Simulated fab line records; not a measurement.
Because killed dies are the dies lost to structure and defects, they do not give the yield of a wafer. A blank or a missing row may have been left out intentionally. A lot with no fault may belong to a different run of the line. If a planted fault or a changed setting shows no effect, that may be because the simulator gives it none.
8D (eight disciplines) problem report, filled in by code :: flow rit cmos :: the parts of the form that need people (team, actions taken, sign-off) are left out

## 1. PROBLEM STATEMENT
Mean NRETRO_TW at RIT_NRETRO_TW_MEAS_10: 1177 over 6 wafers in 2 lots; fault-free wafers: 1053, standard deviation 6.5. That is +19 standard deviations from the usual mean.
Earliest sighting: wafer L793.4 on film metro-04 at day 3 04:11. The record holds 42 wafers of 14 lots with a number at this step. By rule, "out" or "out of limits" means more than 4 standard deviations away from the usual mean. All remaining wafers that have a number are taken as sound.

## 2. WHAT THIS IS AND IS NOT
question: which readings at this step
is: NRETRO_TW
is not: -

question: which lots
is: L793, L796
is not: L789, L790, L791, L792, L797, L802, L803, L806, L808, L810, L811, L812

question: which wafers of those lots
is: all that have a number
is not: -

question: read on which gauges
is: film metro-04
is not: film metro-02, film metro-03

question: when
is: from day 3 04:11
is not: up to then (12 sound wafers); but 24 sound wafers of L797, L802, L803, L806, L808, L810, L811, L812 came after

## 3. SUSPECTS, AND WHAT RULES EACH OUT
Counting: a tool at any process step up to the reading remains a suspect when it ran all the lots that are out and ran no sound lot after the first of those.
- the gauge at RIT_NRETRO_TW_MEAS_10: ruled out. All the wafers that are out were read on film metro-04, but those of them that RIT_NRETRO_IMPLANT_08 has rows for are out there too, on other tools.
- implanter-04 at RIT_NRETRO_IMPLANT_08: ruled out as a lasting fault. After its first lot that is out, L793 (day 3 03:55), sound lots L811 ran on it.
Left after counting: nothing in the record.

## 4. THE CAUSE (what the simulator had put in)
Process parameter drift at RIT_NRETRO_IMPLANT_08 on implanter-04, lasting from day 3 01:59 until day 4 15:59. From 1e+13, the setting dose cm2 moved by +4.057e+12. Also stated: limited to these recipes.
The count ruled it out by mistake, since the rule takes a fault to strike every lot its tool runs from the start of the fault on, and this one did not do so.

## 5. SEQUENCE OF EFFECTS, ordered by route
Each row: a reading where the mean over the struck wafers with a number is more than 3 standard deviations away from the usual. Only readings for which the record gives a usual standard deviation are gone through. hours: the time from each lot's start at the first step in this table that gives one to its start at this step, as a median over the lots. sigmas: the change in usual standard deviations.
hours: 0
step: RIT_NRETRO_IMPLANT_08
reading: dose ions cm2
usual: 1.0001e+13
on struck wafers: 1.4054e+13
change: +4.0525e+12
sigmas: +99 or more

hours: 0
step: RIT_NRETRO_IMPLANT_08
reading: faraday current uA
usual: 31.7
on struck wafers: 44.9
change: +13.2
sigmas: +23

hours: 0
step: RIT_NRETRO_TW_MEAS_10
reading: NRETRO_TW
usual: 1053
on struck wafers: 1177
change: +124
sigmas: +19
Its process steps:
- RIT_NRETRO_IMPLANT_08

## 6. WHAT WOULD HAVE CAUGHT IT SOONER
2 hours passed between the start of the fault at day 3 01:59 and the first reading out of limits at a measuring or inspecting step in this record, taken at day 3 04:11.
The tool's own readings at RIT_NRETRO_IMPLANT_08 were out on every struck wafer that the step has a row for (dose ions cm2, faraday current uA): an alarm limit on them would have fired on the first of those.
